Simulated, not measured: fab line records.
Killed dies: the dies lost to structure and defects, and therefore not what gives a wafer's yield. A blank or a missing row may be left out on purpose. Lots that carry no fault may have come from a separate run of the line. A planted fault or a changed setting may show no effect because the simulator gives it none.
One fault through the eyes of 2 desks || flow berkeley cmos170 || every desk sees just its own numbers, and what lay behind them comes last

== METROLOGY DESK ==
What the gauges read, lot by lot, whatever tool the lot ran on: means of the sampled wafers that have a number. Any lot whose mean is over 4 standard deviations away from the usual mean is out of limits and marked OUT; that distance is given in the brackets.
Columns: A = NWELL_OXIDE_THK at UCB170_NWELL_THK_MEAS_02, usual 26.3 nm; B = GATE_POLY_THK at UCB170_GATE_THK_MEAS_05, usual 214.8 nm; C = cd nm at UCB170_GATE_CD_MEAS_12, usual 350.1 nm
{"lot": "L422", "first seen here": "day 2 03:40", "A": 26.7, "B": 212.6, "C": 351.5}
{"lot": "L424", "first seen here": "day 2 16:05", "A": 27.0, "B": 210.7, "C": 346.1}
{"lot": "L426", "first seen here": "day 2 16:05", "A": 26.7, "B": 214.2, "C": 349.1}
{"lot": "L427", "first seen here": "day 3 07:47", "A": 26.2, "B": 214.5, "C": 353.3}
{"lot": "L429", "first seen here": "day 3 07:50", "A": 26.8, "B": 216.2, "C": 349.0}
{"lot": "L430", "first seen here": "day 3 18:49", "A": 26.4, "B": 215.6, "C": 351.2}
{"lot": "L431", "first seen here": "day 4 02:46", "A": 25.7, "B": 212.9, "C": 353.3}
{"lot": "L432", "first seen here": "day 4 07:04", "A": 26.6, "B": 214.8, "C": 349.3}
{"lot": "L434", "first seen here": "day 4 11:32", "A": 26.1, "B": 215.7, "C": 350.4}
{"lot": "L438", "first seen here": "day 5 11:46", "A": 25.7, "B": 214.8, "C": 348.7}
{"lot": "L442", "first seen here": "day 6 07:02", "A": 25.8, "B": 217.2, "C": 350.5}
{"lot": "L443", "first seen here": "day 6 16:49", "A": 26.7, "B": 216.1, "C": 350.9}
{"lot": "L444", "first seen here": "day 6 16:49", "A": 26.6, "B": 215.4, "C": 347.8}
{"lot": "L445", "first seen here": "day 6 23:34", "A": 26.4, "B": 217.2, "C": 350.4}
Finding of this desk: none of the 14 lots has anything out of limits.

== DESK OF THE TOOL OWNER: implanter-04 ==
The tool's own readings at UCB170_PFIELD_IMPLANT_07, given as means over the sampled wafers that have a number, one for each lot that went through this tool. Any lot whose mean is over 4 standard deviations away from the usual mean is out of limits and marked OUT; that distance is given in the brackets.
Columns: A = dose ions cm2 at UCB170_PFIELD_IMPLANT_07, usual 2.0002e+13; B = faraday current uA at UCB170_PFIELD_IMPLANT_07, usual 63.2; C = tilt deg at UCB170_PFIELD_IMPLANT_07, usual 7.001 degrees
{"lot": "L422", "first seen here": "day 4 20:20", "A": 1.9994e+13, "B": 63.0, "C": 6.994}
{"lot": "L432", "first seen here": "day 7 00:37", "A": 2.0017e+13, "B": 62.6, "C": 6.990}
{"lot": "L434", "first seen here": "day 7 01:07", "A": "1.8798e+13 (-52) OUT", "B": 60.3, "C": 6.992}
{"lot": "L431", "first seen here": "day 7 01:25", "A": "1.8809e+13 (-52) OUT", "B": 59.6, "C": 6.980}
Finding of this desk: L431, L434 out of limits; the first was L434 at day 7 01:07, on dose ions cm2 at UCB170_PFIELD_IMPLANT_07. In limits: L422, L432.

== TAKEN TOGETHER ==
At day 7 01:07, on L431, L434, the tool owner's desk was in a position to raise an alarm.
Nothing out of limits was seen by the metrology desk.
The metrology desk has L431, L434 on record, within its limits.
Of the lots named, all ran UCB170_PFIELD_IMPLANT_07 on implanter-04.

== WHAT THE SIMULATOR HAD PUT IN ==
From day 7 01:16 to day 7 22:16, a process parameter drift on implanter-04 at UCB170_PFIELD_IMPLANT_07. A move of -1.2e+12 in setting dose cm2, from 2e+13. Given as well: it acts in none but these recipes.
Shown lots that were struck: L431, L434.
